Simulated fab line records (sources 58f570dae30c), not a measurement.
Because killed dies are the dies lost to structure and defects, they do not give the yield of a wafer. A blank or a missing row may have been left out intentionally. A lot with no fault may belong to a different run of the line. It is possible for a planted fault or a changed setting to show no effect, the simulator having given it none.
Code-filled problem report in 8D (eight disciplines) form	flow berkeley-cmos170	the parts of the form that need people (team, actions taken, sign-off) are left out

== 1. WHAT IS WRONG ==
Mean of oes-product-au at UCB170_M1_ETCH_11: 1.254 a.u. across 2 wafers in 2 lots; on wafers with no fault it is 1.001 a.u. (standard deviation 0.019). Relative to the usual mean, that is a shift of +13 standard deviations.
The step: etches BARC in N2/H2.
First observed at day 11 21:42: wafer L956.4, on rie-diel-02. The record holds 18 wafers of 6 lots with a number at this step. Rule for "out", or "out of limits": more than 4 standard deviations from the usual mean. The rest of the wafers with a number are treated as sound.

== 2. WHAT IT IS AND WHAT IT IS NOT ==
question	is	is not
which readings at this step	oes-product-au	drypump-motor-current-A, throttle-valve-pct
which lots	L956, L961	L941, L954, L955, L957
which wafers of those lots	L956.4, L961.3	L956.5, L956.6, L961.2, L961.6
read on which tools	rie-diel-02	rie-diel-03, rie-diel-04
when	from day 11 21:42	up to then (14 sound wafers); but 2 sound wafers of L961 came after

== 3. THE SUSPECTS, EACH WITH WHAT RULES IT OUT ==
Counting: a tool at a process step up to the reading stays a suspect if it ran every lot that is out. Sound lots after the first of them don't rule it out here, since some wafers of a struck lot are sound.
- pvd-sputter-03 at UCB170_M1_SPUTTER_00 (material Al, target thk 600 nm, time 80 s): kept. It ran every lot that is out, first L956 (day 11 18:47); its last sound lot up to then is L955 (day 11 07:24).
- rie-diel-02 at UCB170_M1_ETCH_11 (etches BARC in N2/H2): kept. It ran every lot that is out, first L956 (day 11 21:42); its last sound lot up to then is L955 (day 11 09:16). Its own oes-product-au readings are out on those wafers.
- At UCB170_M1_ETCH_11, inside rie-diel-02: chamber 2 took the wafers that are out, while their sound lot-mates went through chambers 0, 1, 3.
Remaining after the count are pvd-sputter-03 at UCB170_M1_SPUTTER_00 and rie-diel-02 at UCB170_M1_ETCH_11.

== 4. THE CAUSE (what the simulator had put in) ==
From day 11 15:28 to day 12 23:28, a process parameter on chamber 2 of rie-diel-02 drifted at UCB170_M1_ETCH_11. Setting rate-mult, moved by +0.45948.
Counting left 2 suspects, and this tool is among them.

== 5. SEQUENCE OF EFFECTS, ordered by route ==
Rows list readings where the struck wafers' mean (over those with a number) sits beyond 3 standard deviations from the usual. Only readings for which the record gives a usual standard deviation are gone through. hours: the time from each lot's start at the first step in this table that gives one to its start at this step, as a median over the lots. sigmas: the change in usual standard deviations.
hours	step	reading	usual	on struck wafers	change	sigmas
0	UCB170_M1_ETCH_11	oes-product-au	1.001 a.u.	1.254	+0.253	+13
The process steps in it:
- UCB170_M1_ETCH_11: etches BARC in N2/H2.

== 6. HOW IT WOULD HAVE BEEN CAUGHT EARLIER ==
The fault began at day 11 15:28; the first out-of-limits reading in this record came at day 11 21:42, 6 hours later.
